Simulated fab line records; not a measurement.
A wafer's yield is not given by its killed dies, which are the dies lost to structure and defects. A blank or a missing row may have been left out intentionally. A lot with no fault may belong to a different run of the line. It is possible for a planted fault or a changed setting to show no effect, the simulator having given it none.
fab line records | flow rit_cmos
record: lots: 6 wafers: 18 last_day: 7
route steps=202 shown NRETRO@60 PRETRO@64 GATE@75 M1@202
lots with no fault: from the same line, run without faults
start_h: hours from the record's first day to the start of the lot's first wafer shown | wait_h: hours from the lot's prior step to this one | " the same as in the row above | L1.1+2: a single row standing in for several wafers | - no value, or no start given | * or withheld: withheld | < > ~ a bound
route shown NAME@n: a module of which the file shows steps, and the number in the route of the first | usual: average and standard deviation across the fault-free wafers | same: alike in all rows | chamber/n: place in a boat | sites: readings site by site | _std_site: the values' standard deviation | _edge_site: mean of outer sites minus mean of inner sites | radius_mm: how far each site lies from the wafer's centre | mask NAME#n: copy n | behind: the last tool/chamber to shape the wafer | hold: why the lot was held/for how many hours/how that ended | device: the transistor (n, p or np) that didn't switch | end of line: the route-end tests of the same wafers | step lacking rows: just its recipe | killed: at the first sort, the dies lost to defects and structure; wafer yield is something else | map: a wafer's dies, marking killed ones x, the rest . and places with no die _
set.NAME: the setting the step ran with; set.NAME@STEP: the setting that earlier step ran with | model.NAME: the simulator's own value behind a step, which no gauge read
lots at selected steps of the route; one table per step, one row per wafer
services: a tool's chamber out of use, with start hour (start_h, from the record's first day; less than 0 if before it), hours out, and reason
== steps ==
step: RIT_NRETRO_HARDBAKE_07
recipe: resist: NOVOLAK temp_c: 140 time_s: 120
step: RIT_NRETRO_IMPLANT_08
recipe: species: P energy_kev: 70.94 dose_cm2: 1e+13 tilt_deg: 7
step: RIT_NRETRO_STRIP_09
recipe: chemistry: O2 time_s: 180 resist: NOVOLAK platen_temp_c: withheld power_w: 500 pressure_mtorr: 4000 o2_flow_sccm: 4000
usual: drypump_motor_current_A: 5.7/0.63
columns lot.wafer tool chamber start_h wait_h drypump_motor_current_A rf_hours_counter_h
L428.1 plasma_asher-04 0 33.48 0.1 5.8 40
L428.3 " 0 " " 5.8 -
L428.4 " 1 " " 6.9 -
L434.1 plasma_asher-03 1 61.34 0.1 5.1 42
L434.2 " 0 " " 5.1 42
L434.5 " 0 " " 5.1 -
L441.1 plasma_asher-03 0 95.03 0.1 5.1 46
L441.5 " 0 " " 5.1 -
L441.6 " 1 " " 5.1 -
L442.1 plasma_asher-01 1 100.67 0.1 5.1 30
L442.3 " 1 " " 5.1 -
L442.5 " 0 " " 5.8 -
L445.1 plasma_asher-04 1 115.37 0.1 6.9 49
L445.5 " 1 " " 6.8 -
L445.6 " 0 " " 5.8 -
L450.1 plasma_asher-04 0 141.62 0.1 5.8 52
L450.3 " 0 " " 5.8 -
L450.5 " 0 " " 5.8 -
step: RIT_NRETRO_TW_MEAS_10
usual: NRETRO_TW: 1058/9.5
columns lot.wafer tool chamber start_h wait_h NRETRO_TW
L428.1 film_metro-03 - 33.66 0.1 1055
L428.3 " - " " 1056
L428.4 " - " " 1055
L434.1 film_metro-02 - 61.52 0.1 1043
L434.2 " - " " 1046
L434.5 " - " " 1043
L441.1 film_metro-04 - 95.21 0.1 1069
L441.5 " - " " 1067
L441.6 " - " " 1071
L442.1 film_metro-02 - 100.84 0.1 1050
L442.3 " - " " 1050
L442.5 " - " " 1051
L445.1 film_metro-04 - 115.54 0.1 1068
L445.5 " - " " 1067
L445.6 " - " " 1066
L450.1 film_metro-04 - 141.79 0.1 1066
L450.3 " - " " 1065
L450.5 " - " " 1074
step: RIT_PRETRO_HMDS_00
recipe: prime_time_s: 60 prime_temp_c: 140
step: RIT_PRETRO_COAT_01
recipe: resist: NOVOLAK spin_rpm: 2000 resist_thk_nm: 1300
step: RIT_PRETRO_SOFTBAKE_02
recipe: resist: NOVOLAK temp_c: 90 time_s: 60
step: RIT_PRETRO_EXPOSE_03
recipe: mask_id: M5 na: 0.57 target_cd_nm: 43700 dose_mj: 250
step: RIT_PRETRO_PEB_04
recipe: resist: NOVOLAK temp_c: withheld time_s: withheld
step: RIT_PRETRO_DEVELOP_05
recipe: resist: NOVOLAK develop_time_s: 66.59 dev_temp_c: 23
step: RIT_PRETRO_OVL_MEAS_06
usual: PRETRO_OVL: 0.7/1.4
columns lot.wafer tool chamber start_h wait_h PRETRO_OVL[nm]
L428.1 overlay-01 - 34.60 - 3.5
L428.3 " - " " -0.3
L428.4 " - " " 1.5
L434.1 overlay-01 - 62.58 - -2.0
L434.2 " - " " -1.2
L434.5 " - " " -3.0
L441.1 overlay-02 - 96.15 - 2.1
L441.5 " - " " 1.5
L441.6 " - " " 2.0
L442.1 overlay-02 - 101.89 - 0.4
L442.3 " - " " -2.1
L442.5 " - " " -2.0
L445.1 overlay-01 - 116.56 - 1.3
L445.5 " - " " 1.2
L445.6 " - " " 1.4
L450.1 overlay-02 - 142.75 - 2.2
L450.3 " - " " 4.2
L450.5 " - " " 2.9
step: RIT_PRETRO_HARDBAKE_07
recipe: resist: NOVOLAK temp_c: 140 time_s: 120
step: RIT_PRETRO_IMPLANT_08
recipe: species: B energy_kev: 45 dose_cm2: 1.2e+13 tilt_deg: 7
usual: dose_ions_cm2: 1.2001e+13/1.3e+10 faraday_current_uA: 38.1/0.73
columns lot.wafer tool chamber start_h wait_h dose_ions_cm2 faraday_current_uA
L428.1 implanter-01 0 34.88 0.2 1.1981e+13 39.4
L428.3 " 0 " " 1.1983e+13 37.5
L428.4 " 0 " " 1.2002e+13 38.0
L434.1 implanter-04 0 62.87 0.2 1.2008e+13 38.4
L434.2 " 0 " " 1.2011e+13 37.2
L434.5 " 0 " " 1.2015e+13 37.4
L441.1 implanter-01 0 96.44 0.2 9.361e+12 28.4
L441.5 " 0 " " 9.354e+12 29.8
L441.6 " 0 " " 9.363e+12 30.2
L442.1 implanter-01 0 102.18 0.2 9.362e+12 29.3
L442.3 " 0 " " 9.365e+12 28.4
L442.5 " 0 " " 9.352e+12 29.7
L445.1 implanter-04 0 116.84 0.2 1.1999e+13 38.2
L445.5 " 0 " " 1.2011e+13 36.9
L445.6 " 0 " " 1.1982e+13 38.3
L450.1 implanter-04 0 143.04 0.2 1.2007e+13 38.3
L450.3 " 0 " " 1.1999e+13 38.9
L450.5 " 0 " " 1.2e+13 38.6
step: RIT_PRETRO_STRIP_09
recipe: chemistry: O2 time_s: 180 resist: NOVOLAK platen_temp_c: withheld power_w: 500 pressure_mtorr: 4000 o2_flow_sccm: 4000
usual: drypump_motor_current_A: 5.9/0.66
columns lot.wafer tool chamber start_h wait_h drypump_motor_current_A rf_hours_counter_h
L428.1 plasma_asher-04 0 35.03 0.1 5.8 40
L428.3 " 0 " " 5.8 -
L428.4 " 1 " " 6.8 -
L434.1 plasma_asher-04 1 63.02 0.1 6.9 43
L434.2 " 0 " " 5.8 43
L434.5 " 1 " " 6.9 -
L441.1 plasma_asher-02 1 96.59 0.1 5.4 44
L441.5 " 1 " " 5.4 -
L441.6 " 0 " " 5.6 -
L442.1 plasma_asher-03 0 102.33 0.1 5.1 47
L442.3 " 0 " " 5.2 -
L442.5 " 1 " " 5.1 -
L445.1 plasma_asher-04 1 116.99 0.1 6.9 50
L445.5 " 1 " " 6.9 -
L445.6 " 0 " " 5.8 -
L450.1 plasma_asher-04 0 143.19 0.1 5.8 52
L450.3 " 0 " " 5.8 -
L450.5 " 1 " " 6.9 -
step: RIT_PRETRO_TW_MEAS_10
usual: PRETRO_TW: 477/3.9
columns lot.wafer tool chamber start_h wait_h PRETRO_TW
L428.1 film_metro-03 - 35.21 0.1 476
L428.3 " - " " 476
L428.4 " - " " 478
L434.1 film_metro-01 - 63.19 0.1 483
L434.2 " - " " 482
L434.5 " - " " 480
L441.1 film_metro-02 - 96.76 0.1 438
L441.5 " - " " 439
L441.6 " - " " 436
L442.1 film_metro-01 - 102.50 0.1 448
L442.3 " - " " 445
L442.5 " - " " 447
L445.1 film_metro-02 - 117.17 0.1 473
L445.5 " - " " 475
L445.6 " - " " 474
L450.1 film_metro-02 - 143.36 0.1 474
L450.3 " - " " 474
L450.5 " - " " 475
step: RIT_GATE_WET_ETCH_00
recipe: chemistry: BOE target: SiO2 target_depth_nm: 56 time_s: 60 dry: n2_spin dilution: 10:1 temp_c: 21.5
step: RIT_M1_PROBE_99
usual: killed_at_M0_to_M3: 0.0/0.12 killed_at_contacts: 0.0/0.16 killed_at_front_end: 7.1/2.7 killed_dies: 7.2/2.7 killed_open: 3.5/1.9 killed_short: 3.6/1.9
same: gross_dies: 264 killed_at_M4_up: 0 killed_at_back_side: 0 killed_at_other: 0
columns lot.wafer tool chamber start_h wait_h killed_at_M0_to_M3 killed_at_contacts killed_at_front_end killed_dies killed_open killed_short model.etest.nmos_0p3.r_on_ohm_um model.etest.nmos_turned.drive_ua_um model.etest.nmos_0p15.drive_ua_um model.etest.nmos_0p3.drive_ua_um model.etest.nmos_narrow.drive_ua_um model.etest.nmos_0p15.off_log10_a_um model.etest.retro_edge_nmos.off_log10_a_um model.etest.ring.quiet_log10_a
L428.1 prober-02 - 63.34 0.1 0 0 9 9 5 4 2100 335.5 486.4 234.9 234.2 -10.22 -10.11 -7.731
L428.3 prober-02 - 63.44 0.2 0 0 3 3 0 3 2130 332.9 471.3 233.1 230.5 -10.21 -10.15 -7.79
L428.4 prober-02 - 63.49 0.2 0 0 6 6 2 4 2131 322.4 469.1 230.2 232.3 -10.41 -10.12 -7.982
L434.1 prober-02 - 91.79 0.1 0 1 6 7 3 4 2208 308.8 461.1 225.8 228 -10.28 -10.11 -7.761
L434.2 prober-02 - 91.84 0.1 1 0 8 9 3 5 2150 320.4 467.5 227.2 230.9 -10.29 -10.1 -7.83
L434.5 prober-02 - 91.99 0.2 0 0 9 9 7 2 2134 309.8 460.9 223.8 229.5 -10.52 -10.41 -8.001
L441.1 prober-01 - 124.62 0.1 0 0 4 4 1 3 2066 362.1 497.1 241.6 240.6 -9.354 -9.382 -7.174
L441.5 prober-01 - 124.82 0.2 0 0 3 3 1 2 2099 365.7 493.4 244 240.8 -9.424 -9.221 -7.312
L441.6 prober-01 - 124.87 0.2 0 0 2 2 1 1 2101 357.8 491.6 236.7 241 -9.337 -9.35 -7.254
L442.1 prober-02 - 131.42 0.1 0 0 8 8 6 2 2068 355.8 498.1 246.3 247.9 -9.319 -9.241 -7.234
L442.3 prober-02 - 131.52 0.2 0 0 6 6 3 3 2045 349.7 487.2 238.8 240 -9.416 -9.23 -7.335
L442.5 prober-02 - 131.62 0.2 0 0 6 6 3 3 2004 367.6 508.9 245.6 249.3 -9.242 -9.041 -7.192
L445.1 prober-01 - 145.06 0.1 0 0 9 9 4 3 2199 310.8 443.4 220 223.8 -10.51 -10.29 -8.122
L445.5 prober-01 - 145.26 0.2 0 0 5 5 1 4 2125 322.7 457.2 222.7 226.6 -10.56 -10.23 -8.152
L445.6 prober-01 - 145.31 0.2 0 0 10 10 3 6 2172 315.9 453.5 227.2 229.7 -10.34 -10.02 -8.02
L450.1 prober-02 - 171.82 0.1 0 0 6 6 3 3 2105 317.7 488.7 232 236.9 -9.828 -9.727 -7.387
L450.3 prober-02 - 171.92 0.2 0 0 7 7 6 1 2096 328.9 487.1 235.6 237.8 -9.866 -9.707 -7.559
L450.5 prober-02 - 172.02 0.2 0 0 1 1 0 1 2145 318.4 477.8 227.1 228.9 -10.08 -9.891 -7.659
killed by level:class
L428.1 GATE:geometric_particle:open=2 GATE:geometric_particle:short=2 SPACER:geometric_particle:open=2 FOX2:geometric_particle:short=1 SILICIDE:geometric_particle:short=1 SILICIDE:geometric_particle:open=1
L428.3 GATE:geometric_particle:short=2 SILICIDE:geometric_particle:short=1
L428.4 REOX:geometric_particle:short=2 SILICIDE:geometric_particle:open=2 GATE:geometric_particle:short=1 SILICIDE:geometric_particle:short=1
L434.1 GATE:geometric_particle:short=2 REOX:geometric_particle:short=2 FOX1:geometric_particle:open=1 REOX:geometric_particle:open=1 CONTACT:geometric_particle:open=1
L434.2 REOX:geometric_particle:short=2 SILICIDE:geometric_particle:open=2 SILICIDE:geometric_particle:short=2 FOX1:geometric_particle:short=1 REOX:geometric_particle:open=1 M1:coat_microbubble_printed=1
L434.5 FOX1:geometric_particle:open=2 GATE:geometric_particle:short=2 SILICIDE:geometric_particle:open=2 GATE:geometric_particle:open=1 REOX:geometric_particle:open=1 SPACER:geometric_particle:open=1
L441.1 FOX1:geometric_particle:short=1 GATE:geometric_particle:short=1 SPACER:geometric_particle:open=1 SILICIDE:geometric_particle:short=1
L441.5 FOX2:geometric_particle:short=1 GATE:geometric_particle:short=1 GATE:geometric_particle:open=1
L441.6 GATE:geometric_particle:short=1 REOX:geometric_particle:open=1
L442.1 GATE:geometric_particle:open=4 GATE:geometric_particle:short=1 REOX:geometric_particle:open=1 SPACER:geometric_particle:open=1 SILICIDE:geometric_particle:short=1
L442.3 GATE:geometric_particle:open=1 REOX:geometric_particle:open=1 REOX:geometric_particle:short=1 SPACER:geometric_particle:open=1 SPACER:geometric_particle:short=1 SILICIDE:geometric_particle:short=1
L442.5 SPACER:geometric_particle:open=2 GATE:geometric_particle:short=1 REOX:geometric_particle:short=1 SPACER:geometric_particle:short=1 SILICIDE:geometric_particle:open=1
L445.1 GATE:geometric_particle:open=2 NRETRO:coat_microbubble_printed=2 FOX1:geometric_particle:open=1 FOX1:geometric_particle:short=1 REOX:geometric_particle:short=1 SPACER:geometric_particle:short=1 SILICIDE:geometric_particle:open=1
L445.5 REOX:geometric_particle:short=2 SPACER:geometric_particle:short=1 SILICIDE:geometric_particle:open=1 SILICIDE:geometric_particle:short=1
L445.6 GATE:geometric_particle:short=3 GATE:geometric_particle:open=2 SILICIDE:geometric_particle:short=2 REOX:geometric_particle:short=1 SPACER:geometric_particle:open=1 NRETRO:coat_microbubble_printed=1
L450.1 SPACER:geometric_particle:short=2 FOX2:geometric_particle:open=1 GATE:geometric_particle:open=1 REOX:geometric_particle:short=1 SPACER:geometric_particle:open=1
L450.3 GATE:geometric_particle:open=4 FOX1:geometric_particle:open=1 REOX:geometric_particle:open=1 SPACER:geometric_particle:short=1
L450.5 REOX:geometric_particle:short=1
== services ==
columns tool chamber start_h hours kind
implanter-01 - 28.41 5.5 pm
plasma_asher-01 - 40.98 2.3 repair
plasma_asher-02 - 41.58 7.8 repair
implanter-01 - 105.08 2.3 pm
plasma_asher-03 - 108.75 9.0 pm
plasma_asher-03 0 108.75 9.0 vent_cycle
plasma_asher-03 1 108.75 9.0 vent_cycle
plasma_asher-02 - 109.58 2.8 pm
plasma_asher-03 0 117.75 - clean
plasma_asher-03 1 117.75 - clean
== key ==
first_sign: step: RIT_PRETRO_IMPLANT_08 reading: dose_ions_cm2 direction: down sigmas: 99+ usual: 1.2001e+13 struck: 9.359e+12
effect: step: RIT_PRETRO_IMPLANT_08 reading: faraday_current_uA direction: down sigmas: 12 usual: 38.1 struck: 29.3
effect: step: RIT_PRETRO_TW_MEAS_10 reading: PRETRO_TW direction: down sigmas: 8.8 usual: 477 struck: 442
model_effect: step: RIT_M1_PROBE_99 value: etest.nmos_0p3.r_on_ohm_um without: 2160 struck: 2064
met_at RIT_PRETRO_IMPLANT_08
struck_wafers L441.1,L441.5,L441.6,L442.1,L442.3,L442.5
tester_left_out L441,L442
onset_between 34.88 96.44
fault: kind: process_parameter_drift tool: implanter-01 chamber: - onset_h: 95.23 steps: RIT_PRETRO_IMPLANT_08 channel: dose_cm2 offset: -2.64e+12 shape: step end_h: 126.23 acts_in: these_recipes_only stated: 1.2e+13
tester_left_out: of these lots the tester's yield and bins aren't shown, on N5 and GAA mostly nor the transistor test; their killed dies are dies lost to structure and defects alone, not to doping, threshold or leakage, so they don't give the yield
